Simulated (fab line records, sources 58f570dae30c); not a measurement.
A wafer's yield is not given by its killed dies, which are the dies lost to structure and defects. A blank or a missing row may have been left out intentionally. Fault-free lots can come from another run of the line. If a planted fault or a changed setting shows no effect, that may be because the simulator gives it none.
The same fault as seen by 2 desks || flow berkeleyCmos170 || every desk sees just its own numbers, and what lay behind them comes last

THE METROLOGY DESK
Means of the sampled wafers that have a number, per lot and without regard to the tool the lot ran on: this is what the gauges read. If a lot's mean is further than 4 standard deviations from the usual mean, the lot is out of limits and carries the mark OUT (the distance appears in the brackets).
Columns: A = cdNm at UCB170_GATE_CD_MEAS_90, usual 349.2 nm
{"lot": "L513", "first seen here": "day 6 12:08", "A": 349.8}
{"lot": "L517", "first seen here": "day 6 23:46", "A": 349.5}
{"lot": "L519", "first seen here": "day 7 10:23", "A": 349.1}
{"lot": "L518", "first seen here": "day 7 10:24", "A": 348.8}
{"lot": "L521", "first seen here": "day 7 14:39", "A": 351.9}
{"lot": "L522", "first seen here": "day 8 04:26", "A": 349.6}
{"lot": "L526", "first seen here": "day 9 06:17", "A": 348.3}
{"lot": "L531", "first seen here": "day 9 13:58", "A": 347.6}
{"lot": "L530", "first seen here": "day 9 20:56", "A": 349.1}
{"lot": "L534", "first seen here": "day 10 10:05", "A": 350.8}
{"lot": "L533", "first seen here": "day 10 10:14", "A": 346.1}
{"lot": "L535", "first seen here": "day 10 18:42", "A": 348.5}
{"lot": "L536", "first seen here": "day 11 00:31", "A": 349.9}
This desk found nothing out of limits on any of the 13 lots.

TOOL OWNER'S DESK, rtpAnneal-01
Per lot that ran on this tool, the mean of the sampled wafers carrying a number, from the tool's own readings at UCB170_SILICIDE_RTA_04 (time 15 s). If a lot's mean is further than 4 standard deviations from the usual mean, the lot is out of limits and carries the mark OUT (the distance appears in the brackets).
Columns: A = chamberO2Ppm at UCB170_SILICIDE_RTA_04, usual 2.002; B = lampPowerPct at UCB170_SILICIDE_RTA_04, usual 10.4 %; C = wafer_temp_C_max at UCB170_SILICIDE_RTA_04, usual 653.1
{"lot": "L513", "first seen here": "day 7 02:43", "A": 1.997, "B": 10.2, "C": 653.0}
{"lot": "L519", "first seen here": "day 8 02:52", "A": "302.010 (+99 or more) OUT", "B": 10.1, "C": 653.2}
{"lot": "L521", "first seen here": "day 8 07:01", "A": "301.990 (+99 or more) OUT", "B": 10.1, "C": 652.4}
{"lot": "L522", "first seen here": "day 8 19:40", "A": "301.983 (+99 or more) OUT", "B": 10.1, "C": 652.5}
{"lot": "L534", "first seen here": "day 11 01:25", "A": 1.974, "B": 10.1, "C": 652.8}
{"lot": "L533", "first seen here": "day 11 02:35", "A": 2.005, "B": 10.1, "C": 652.9}
{"lot": "L535", "first seen here": "day 11 10:46", "A": 2.036, "B": 10.1, "C": 653.4}
Finding of this desk: L519, L521, L522 out of limits; the first was L519 at day 8 02:52, on chamberO2Ppm at UCB170_SILICIDE_RTA_04. Within limits: L513, L534, L533, L535.

TAKEN TOGETHER
An alarm could have come from the tool owner's desk at day 8 02:52, on L519, L521, L522.
Metrology desk: nothing out of limits seen.
The metrology desk has L519, L521, L522 on record, within its limits.
The lots listed all ran UCB170_SILICIDE_RTA_04 on rtpAnneal-01.

WHAT HAD BEEN PUT IN BY THE SIMULATOR
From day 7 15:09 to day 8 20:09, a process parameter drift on rtpAnneal-01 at UCB170_SILICIDE_RTA_04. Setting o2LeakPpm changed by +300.
Lots struck among those shown: L519, L521, L522.
Each desk's first reading out of limits, in hours after the fault started: the tool owner's desk, 12.
